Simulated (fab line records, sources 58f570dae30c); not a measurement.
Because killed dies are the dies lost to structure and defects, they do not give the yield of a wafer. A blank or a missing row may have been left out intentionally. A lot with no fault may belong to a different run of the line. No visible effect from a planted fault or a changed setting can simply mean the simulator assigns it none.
Tool commonality check ; flow berkeley_cmos170 ; 14 lots, 48 wafers sampled

== REASON IT WAS OPENED ==
UCB170_WELLDRIVE_THK_MEAS_02, reading WELLDRIVE_OXIDE_THK: flagged on 2 of 14 lots. Wafers without a fault read 197 nm, standard deviation 3.6.
Rule: a lot gets a flag if all its wafers with a number sit over 4 standard deviations from that mean, or if no wafer of it has a number. The rest of the lots are taken to be sound.

lot;measured;on;WELLDRIVE_OXIDE_THK (nm), wafer by wafer;flag
L870;day 3 20:22;film_metro-01;198 199 197;
L869;day 3 20:22;film_metro-04;196 196 193;
L873;day 4 12:43;film_metro-04;196 194 194;
L879;day 5 18:04;film_metro-01;180 177 182 180 178 181;FLAGGED
L880;day 5 18:04;film_metro-04;178 178 178 178 178 178;FLAGGED
L882;day 6 14:59;film_metro-04;195 200 199;
L883;day 6 14:59;film_metro-03;196 197 195;
L885;day 6 21:30;film_metro-03;194 194 196;
L886;day 6 21:31;film_metro-04;198 197 194;
L884;day 7 03:30;film_metro-01;198 200 200;
L887;day 7 09:50;film_metro-01;199 201 201;
L888;day 7 15:49;film_metro-01;195 200 198;
L889;day 7 15:50;film_metro-04;199 200 202;
L891;day 7 16:23;film_metro-04;199 203 199;
The numbers of the flagged lots are 179 nm on average: -18 nm against the usual, or -5 standard deviations.

== WHICH TOOL EACH LOT WENT THROUGH ==
The record keeps 1 process step preceding the reading, out of 331 steps on the route. Cell contents, in order: the tool; ch with the chambers the sampled wafers went through; the start.
lot;flag;UCB170_WELLDRIVE_OXIDATION_01
L870;;furnace-03 ch 0, day 3 16:52
L869;;furnace-03 ch 0, day 3 16:52
L873;;furnace-04 ch 0, day 4 09:13
L879;FLAGGED;furnace-03 ch 0, day 5 14:34
L880;FLAGGED;furnace-03 ch 0, day 5 14:34
L882;;furnace-04 ch 0, day 6 11:29
L883;;furnace-04 ch 0, day 6 11:29
L885;;furnace-04 ch 0, day 6 18:00
L886;;furnace-04 ch 0, day 6 18:00
L884;;furnace-04 ch 0, day 7 00:00
L887;;furnace-02 ch 0, day 7 06:19
L888;;furnace-02 ch 0, day 7 12:19
L889;;furnace-02 ch 0, day 7 12:19
L891;;furnace-04 ch 0, day 7 12:51
What the steps here do:
- UCB170_WELLDRIVE_OXIDATION_01: target thk 199 nm, ox time 9000 s.
- UCB170_WELLDRIVE_THK_MEAS_02

== FLAGGED OVER TOTAL, TOOL BY TOOL (the gauges that took the reading come last) ==
step;tool;lots run;flagged;share of the flagged lots;sound lots run after its first flagged lot
UCB170_WELLDRIVE_OXIDATION_01;furnace-02;3;0;none;-
UCB170_WELLDRIVE_OXIDATION_01;furnace-03;4;2;all;0
UCB170_WELLDRIVE_OXIDATION_01;furnace-04;7;0;none;-
UCB170_WELLDRIVE_THK_MEAS_02;film_metro-01;5;1;some;3 (L884,L887,L888)
UCB170_WELLDRIVE_THK_MEAS_02;film_metro-03;2;0;none;-
UCB170_WELLDRIVE_THK_MEAS_02;film_metro-04;7;1;some;4 (L882,L886,L889,L891)

== WHAT THE TABLE ALLOWS ==
All flagged lots share 1 row of the table, namely furnace-03 at UCB170_WELLDRIVE_OXIDATION_01.
- furnace-03 at UCB170_WELLDRIVE_OXIDATION_01: 2 of its 4 lots flagged. It ran its last sound lot, L869, at day 3 16:52 and its first flagged lot, L879, at day 5 14:34: a fault with its onset between the two fits. Its own readings lie more than 4 standard deviations out on every wafer of the flagged lots: spike_tc_centre_C, spike_tc_load_C, spike_tc_source_C.
furnace-03 at UCB170_WELLDRIVE_OXIDATION_01 is the single tool remaining.

== WHAT THE SIMULATOR PUT IN ==
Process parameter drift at UCB170_WELLDRIVE_OXIDATION_01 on furnace-03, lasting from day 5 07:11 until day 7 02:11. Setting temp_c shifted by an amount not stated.
Lots struck among those shown: L879, L880. The rule above found the same.
